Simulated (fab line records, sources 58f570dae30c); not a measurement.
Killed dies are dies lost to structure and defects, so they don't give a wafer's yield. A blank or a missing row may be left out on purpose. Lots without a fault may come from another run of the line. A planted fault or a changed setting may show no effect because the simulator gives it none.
A struck lot beside a sound one | flow berkeley_cmos170 | 17 steps out of a route of 331
Sound: wafers L414.4, L414.5, L414.6. Struck: wafer L426.2. The cause comes at the end.
At each step with rows: each side's tool, then ch and its chambers, then its first start. Under that, the readings that differ: sound wafers | struck wafers | difference of the means | sigmas: that difference in standard deviations of wafers without a fault.
alike: readings whose means differ by less than 2 such deviations, and words and numbers that are the same on both sides. not compared: withheld readings, readings that some wafer has no value for, bounds like >300 that may hide the same value, and numbers for which the record gives no deviation and whose values overlap.
The two part at a step that has a row with sigmas, a row that says differs or no value, or rows on one side only. Numbers that don't overlap but have no deviation are shown without sigmas and don't part them. A reading that every wafer of one side lacks parts them only if that side has two wafers or more.

first, 5 steps without rows for these wafers: UCB170_NLDD_COAT_01 (resist thk 900 nm); UCB170_NLDD_SOFTBAKE_02 (time 60 s); UCB170_NLDD_EXPOSE_03 (exposes mask NSELECT, target cd 1200 nm); UCB170_NLDD_PEB_04; UCB170_NLDD_DEVELOP_05 (develop time 45 s).
UCB170_NLDD_CD_MEAS_06: target cd 1200 nm.
  sound on cd_sem-02, day 7 11:14; struck on cd_sem-01, day 9 07:39
  alike: cd_nm
UCB170_NLDD_OVL_MEAS_07:
  sound on overlay-01, day 7 11:19; struck on overlay-01, day 9 07:45
  alike: NLDD_OVL
then, 2 steps without rows for these wafers: UCB170_NLDD_IMPLANT_08; UCB170_NLDD_IMPLANT_09.
UCB170_NLDD_STRIP_10: strips in O2.
  sound on plasma_asher-04 ch 0,1, day 7 11:40; struck on plasma_asher-03 ch 0, day 9 08:05
  reading                | sound | struck | difference                   | sigmas
  rf_hours_counter_h (h) | - - - | 52     | no value on the sound wafers |
  alike: drypump_motor_current_A, oes_product_au, strip_time_to_endpoint_s
UCB170_NLDD_TW_MEAS_11:
  sound on film_metro-01, day 7 11:46; struck on film_metro-03, day 9 08:11
  alike: NLDD_TW
then, 1 step without rows for these wafers: UCB170_NLDD_CLEAN_12 (cleans in SPM, time 600 s).
UCB170_SPACER_CVD_00: deposits SiO2 from TEOS/O2, target thk 376 nm, time 47 s.
  sound on pecvd-04 ch 0,1,2, day 7 12:01; struck on pecvd-04 ch 1, day 9 08:25
  reading                                 | sound             | struck | difference | sigmas
  model.SiO2_of_SPACER_CVD_00.thk_nm (nm) | 378.3 391.3 388.6 | 175.3  | -210.8     |
  alike: heater_power_w, pressure_mtorr
UCB170_SPACER_THK_MEAS_01:
  sound on film_metro-03, day 7 12:04; struck on film_metro-04, day 9 08:42
  reading              | sound       | struck | difference | sigmas
  SPACER_TEOS_THK (nm) | 378 391 389 | 175    | -211       | -35
  not compared: hold
UCB170_SPACER_ETCHBACK_03: etches SiO2 in CHF3/CF4/Ar, stops on Si, target depth 376 nm, time 100 s.
  sound on rie_diel-04 ch 0,1,2, day 7 15:43; struck on rie_diel-03 ch 2, day 9 13:43
  reading                  | sound             | struck | difference                   | sigmas
  oes_product_au (a.u.)    | 0.898 0.939 0.950 | 0.546  | -0.383                       | -18
  rf_hours_counter_h (h)   | - - -             | 14     | no value on the sound wafers |
  model.etch.depth_nm (nm) | 378.3 391.3 388.6 | 175.3  | -210.8                       |
  alike: drypump_motor_current_A, throttle_valve_pct
then, 1 step without rows for these wafers: UCB170_PSD_HMDS_00 (prime time 60 s).
UCB170_M3_PROBE_99:
  the record has rows for the struck wafers here (prober-01, day 10 23:11) and none for the sound ones

WHERE THEY PART
First at UCB170_NLDD_STRIP_10; last, within this record, at UCB170_M3_PROBE_99.

WHY: what the simulator had put in
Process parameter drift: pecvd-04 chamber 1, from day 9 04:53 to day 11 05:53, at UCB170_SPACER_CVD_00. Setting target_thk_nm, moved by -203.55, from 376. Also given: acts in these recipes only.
